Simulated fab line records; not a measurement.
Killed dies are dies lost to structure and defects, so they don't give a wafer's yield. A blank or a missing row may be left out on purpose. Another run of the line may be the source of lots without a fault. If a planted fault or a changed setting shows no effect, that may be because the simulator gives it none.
fab line records | flow berkeley_cmos170
[record] lots = 14 | wafers = 42 | last_day = 12
route steps=331 shown GATE@140
lots with no fault: from the same line, run without faults
start_h: hours from the record's first day to the start of the lot's first wafer shown | wait_h: hours elapsed since this lot's preceding step | " same as the row above | L1.1+2: one row covering several wafers at once | - either no value or no given start | * or withheld: withheld | < > ~ a bound
route shown NAME@n: names a module that has steps shown in the file, with the first one's number in the route | usual: average and standard deviation across the fault-free wafers | same: alike in all rows | chamber/n: place in a boat | sites: each site's reading | _std_site: standard deviation across them | _edge_site: inner sites' mean taken away from outer sites' mean | radius_mm: for every site, how far away it sits from the centre of the wafer | mask NAME#n: copy n | behind: the last tool/chamber to shape the wafer | hold: why the lot went on hold/how many hours it stayed there/how the hold came to an end | device: transistor that didn't switch, given as n, p or np | end of line: the same wafers' tests at the end of the route | a step given without rows: its recipe and nothing more | killed: count of dies lost to structure and defects at first sort (not the wafer's yield) | map: the dies of a wafer, with x for killed, . for not killed, _ for no die there
set.NAME: the setting that was run; set.NAME@STEP: the one run at that earlier step | model.NAME: the simulator's own value behind a step, which no gauge read
a sample of lots followed through the steps of the route, with each step as a table and each wafer as a row
services: a tool's chamber out of use, with start hour (start_h, from the record's first day; less than 0 if before it), hours out, and reason
[[steps]]
[step UCB170_GATE_ETCH_14]
[recipe] chemistry = N2/H2 | target_depth_a = withheld | overetch_a = withheld | target = BARC | time_s = withheld | source_w = 500 | bias_w = 100 | pressure_mtorr = 30 | n2_flow_sccm = 100 | h2_flow_sccm = 200
[usual] bias_w = 100.02/0.27 | drypump_motor_current_A = 5.9/0.59 | oes_product_au = 0.998/0.019 | throttle_valve_pct = 13.28/0.22
lot.wafer | tool        | chamber | start_h | wait_h | bias_w | drypump_motor_current_A | oes_product_au | throttle_valve_pct
L538.2    | rie_diel-01 | 1       | 124.39  | 0.0    | 99.71  | 6.4                     | 1.038          | 13.36
L538.4    | "           | 2       | "       | "      | 100.08 | 6.2                     | 1.000          | 13.14
L538.5    | "           | 3       | "       | "      | 100.08 | 5.6                     | 1.000          | 13.10
L539.2    | rie_diel-01 | 3       | 132.36  | 0.0    | 100.11 | 5.6                     | 1.008          | 13.08
L539.3    | "           | 2       | "       | "      | 99.91  | 6.2                     | 1.010          | 13.15
L539.4    | "           | 0       | "       | "      | 100.20 | 5.9                     | 0.999          | 13.04
L540.1    | rie_diel-01 | 3       | 146.59  | 0.0    | 99.60  | 5.6                     | 0.990          | 13.08
L540.2    | "           | 2       | "       | "      | 99.75  | 6.2                     | 1.009          | 13.15
L540.3    | "           | 1       | "       | "      | 100.03 | 6.4                     | 1.047          | 13.38
L543.4    | rie_diel-01 | 2       | 149.77  | 0.0    | 100.32 | 6.2                     | 1.001          | 13.15
L543.5    | "           | 3       | "       | "      | 99.50  | 5.6                     | 1.014          | 13.08
L543.6    | "           | 0       | "       | "      | 103.09 | 5.9                     | 0.998          | 13.02
L544.1    | rie_diel-02 | 3       | 150.01  | 0.0    | 99.51  | 5.7                     | 1.002          | 13.08
L544.2    | "           | 1       | "       | "      | 100.34 | 6.7                     | 1.014          | 13.55
L544.6    | "           | 3       | "       | "      | 99.73  | 5.7                     | 0.997          | 13.08
L541.4    | rie_diel-01 | 2       | 153.03  | 0.0    | 99.54  | 6.2                     | 1.004          | 13.15
L541.5    | "           | 3       | "       | "      | 100.36 | 5.6                     | 0.993          | 13.09
L541.6    | "           | 0       | "       | "      | 103.55 | 5.9                     | 0.997          | 13.05
L549.1    | rie_diel-02 | 2       | 185.37  | 0.0    | 100.27 | 6.4                     | 0.970          | 13.66
L549.3    | "           | 1       | "       | "      | 100.12 | 6.7                     | 1.003          | 13.55
L549.6    | "           | 2       | "       | "      | 100.37 | 6.4                     | 0.980          | 13.65
L554.1    | rie_diel-02 | 0       | 199.50  | 0.0    | 99.85  | 6.4                     | 0.993          | 13.59
L554.3    | "           | 1       | "       | "      | 100.25 | 6.7                     | 0.998          | 13.57
L554.4    | "           | 3       | "       | "      | 99.84  | 5.7                     | 0.992          | 13.08
L553.3    | rie_diel-04 | 2       | 199.74  | 0.0    | 100.01 | 4.8                     | 0.979          | 13.01
L553.4    | "           | 3       | "       | "      | 100.28 | 5.4                     | 1.014          | 13.29
L553.5    | "           | 0       | "       | "      | 99.95  | 6.4                     | 0.990          | 13.28
L555.3    | rie_diel-04 | 2       | 210.29  | 0.0    | 100.13 | 4.8                     | 0.978          | 13.03
L555.4    | "           | 1       | "       | "      | 99.62  | 5.2                     | 1.016          | 13.47
L555.6    | "           | 1       | "       | "      | 100.12 | 5.2                     | 1.024          | 13.47
L556.2    | rie_diel-04 | 0       | 212.95  | 0.0    | 100.03 | 6.4                     | 0.991          | 13.26
L556.4    | "           | 3       | "       | "      | 100.29 | 5.4                     | 0.990          | 13.28
L556.6    | "           | 1       | "       | "      | 99.95  | 5.2                     | 1.021          | 13.46
L557.1    | rie_diel-04 | 0       | 221.67  | 0.0    | 99.73  | 6.4                     | 0.991          | 13.26
L557.2    | "           | 3       | "       | "      | 99.75  | 5.4                     | 0.994          | 13.29
L557.3    | "           | 2       | "       | "      | 99.88  | 4.8                     | 0.970          | 13.01
L559.1    | rie_diel-04 | 2       | 225.17  | 0.0    | 100.07 | 4.8                     | 0.971          | 13.00
L559.3    | "           | 0       | "       | "      | 100.70 | 6.4                     | 0.988          | 13.27
L559.5    | "           | 2       | "       | "      | 100.23 | 4.8                     | 0.969          | 13.00
L561.2    | rie_diel-01 | 3       | 245.32  | 0.0    | 100.15 | 5.6                     | 0.999          | 13.09
L561.4    | "           | 0       | "       | "      | 99.89  | 5.9                     | 0.990          | 13.05
L561.6    | "           | 0       | "       | "      | 99.98  | 5.9                     | 0.980          | 13.03
[[services]]
tool        | chamber | start_h | hours | kind
rie_diel-01 | 1       | 126.60  | 3.2   | repair
rie_diel-04 | 0       | 133.96  | 8.4   | repair
rie_diel-02 | 2       | 145.85  | 15.8  | repair
rie_diel-04 | 1       | 146.01  | -     | clean
rie_diel-04 | 1       | 146.01  | 14.7  | scheduled_down
rie_diel-04 | 1       | 146.01  | 14.7  | vent_cycle
rie_diel-01 | -       | 158.29  | 56.2  | repair
rie_diel-02 | 0       | 161.69  | -     | clean
rie_diel-02 | 0       | 161.69  | 15.3  | scheduled_down
rie_diel-02 | 0       | 161.69  | 15.3  | vent_cycle
rie_diel-04 | -       | 166.65  | 14.6  | pm
rie_diel-01 | -       | 172.93  | 19.7  | repair
rie_diel-02 | 0       | 184.75  | 11.8  | repair
rie_diel-04 | 2       | 204.47  | 5.6   | repair
rie_diel-04 | 2       | 211.78  | 6.0   | repair
rie_diel-01 | -       | 219.29  | 0.7   | repair
rie_diel-01 | 2       | 229.54  | 2.3   | repair
[[key]]
[first_sign] step = UCB170_GATE_ETCH_14 | reading = bias_w | direction = up | sigmas = 12 | usual = 100.02 | struck = 103.32
effect none on later readings
met_at UCB170_GATE_ETCH_14
struck_lots L541,L543
struck_wafers L541.6,L543.6
tester_left_out L541,L543
onset_between 132.36 149.77
[fault] kind = process_parameter_drift | tool = rie_diel-01 | chamber = 0 | onset_h = 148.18 | steps = UCB170_GATE_ETCH_14 | channel = bias_w | offset = 3.426 | shape = step | end_h = 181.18 | acts_in = these_recipes_only | stated = 100
// tester_left_out: of these lots the tester's yield and bins aren't shown, on N5 and GAA mostly nor the transistor test; their killed dies are dies lost to structure and defects alone, not to doping, threshold or leakage, so they don't give the yield
